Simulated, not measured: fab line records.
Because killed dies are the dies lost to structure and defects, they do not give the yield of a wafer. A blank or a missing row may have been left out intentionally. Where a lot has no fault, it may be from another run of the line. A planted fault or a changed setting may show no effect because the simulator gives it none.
One fault through the eyes of 2 desks / flow berkeleyCmos170 / numbers are kept per desk, each desk with only its own; the story behind them comes last

## METROLOGY DESK
What the gauges read, lot by lot, whatever tool the lot ran on: means of the sampled wafers that have a number. The brackets show how far a lot's mean lies from the usual mean; more than 4 standard deviations puts the lot out of limits, marked OUT.
Columns: A = cdNm at UCB170_CONTACT_CD_MEAS_15, usual 699.9 nm; B = cdNm at UCB170_CONTACT_CD_MEAS_90, usual 700.0 nm; C = V2_POLISHED_THK at UCB170_V2_THK_MEAS_04, usual 1000.3 nm
lot=L332; first seen here=day 6 22:12; A=700.4; B=700.4; C=1000.1
lot=L331; first seen here=day 6 22:19; A=703.2; B=703.8; C=1000.3
lot=L330; first seen here=day 7 00:23; A=699.9; B=699.8; C=1001.1
lot=L334; first seen here=day 7 06:45; A=700.2; B=700.0; C=1001.1
lot=L335; first seen here=day 7 20:14; A=700.2; B=699.6; C=1000.8
lot=L340; first seen here=day 9 03:15; A=699.6; B=699.1; C=1118.2 (+98) OUT
lot=L344; first seen here=day 9 23:18; A=698.4; B=698.4; C=1000.4
lot=L345; first seen here=day 10 07:57; A=699.3; B=698.5; C=999.7
lot=L347; first seen here=day 11 06:06; A=700.3; B=700.6; C=1000.1
lot=L349; first seen here=day 11 06:36; A=701.0; B=701.2; C=1001.2
lot=L351; first seen here=day 11 11:57; A=700.3; B=700.4; C=1000.3
lot=L352; first seen here=day 12 05:59; A=697.2; B=698.5; C=1000.0
lot=L353; first seen here=day 12 06:23; A=697.4; B=697.8; C=999.8
This desk reports L340 out of limits; the earliest was L340 at day 9 18:13 (V2_POLISHED_THK at UCB170_V2_THK_MEAS_04). In limits: L332, L331, L330, L334, L335, L344, L345, L347, L349, L351, L352, L353.

## TOOL OWNER'S DESK, cmp-01
The tool's own readings at UCB170_V2_CMP_02 (polishes SiO2): means of the sampled wafers that have a number, for each lot that ran on this tool. The brackets show how far a lot's mean lies from the usual mean; more than 4 standard deviations puts the lot out of limits, marked OUT.
Columns: A = motorCurrentA at UCB170_V2_CMP_02, usual 17.0 A
lot=L330; first seen here=day 7 13:47; A=16.2
lot=L334; first seen here=day 7 20:52; A=17.5
lot=L335; first seen here=day 8 10:58; A=17.3
lot=L340; first seen here=day 9 17:50; A=19.6
lot=L352; first seen here=day 12 19:51; A=15.3
This desk's verdict: no lot among the 5 shows anything out of limits.

## ALL TOGETHER
At day 9 18:13 the metrology desk could have sounded an alarm, on L340.
The desk of the tool owner found nothing out of limits.
Tool owner's desk: L340 on record, inside its limits.
All the named lots went through UCB170_V2_CMP_02 on cmp-01.

## WHAT THE SIMULATOR HAD INSERTED
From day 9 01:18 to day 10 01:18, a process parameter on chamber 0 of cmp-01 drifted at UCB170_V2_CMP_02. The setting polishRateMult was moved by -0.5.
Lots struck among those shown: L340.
Per desk, hours elapsed from the start of the fault to the first reading out of limits: for the metrology desk, 17.
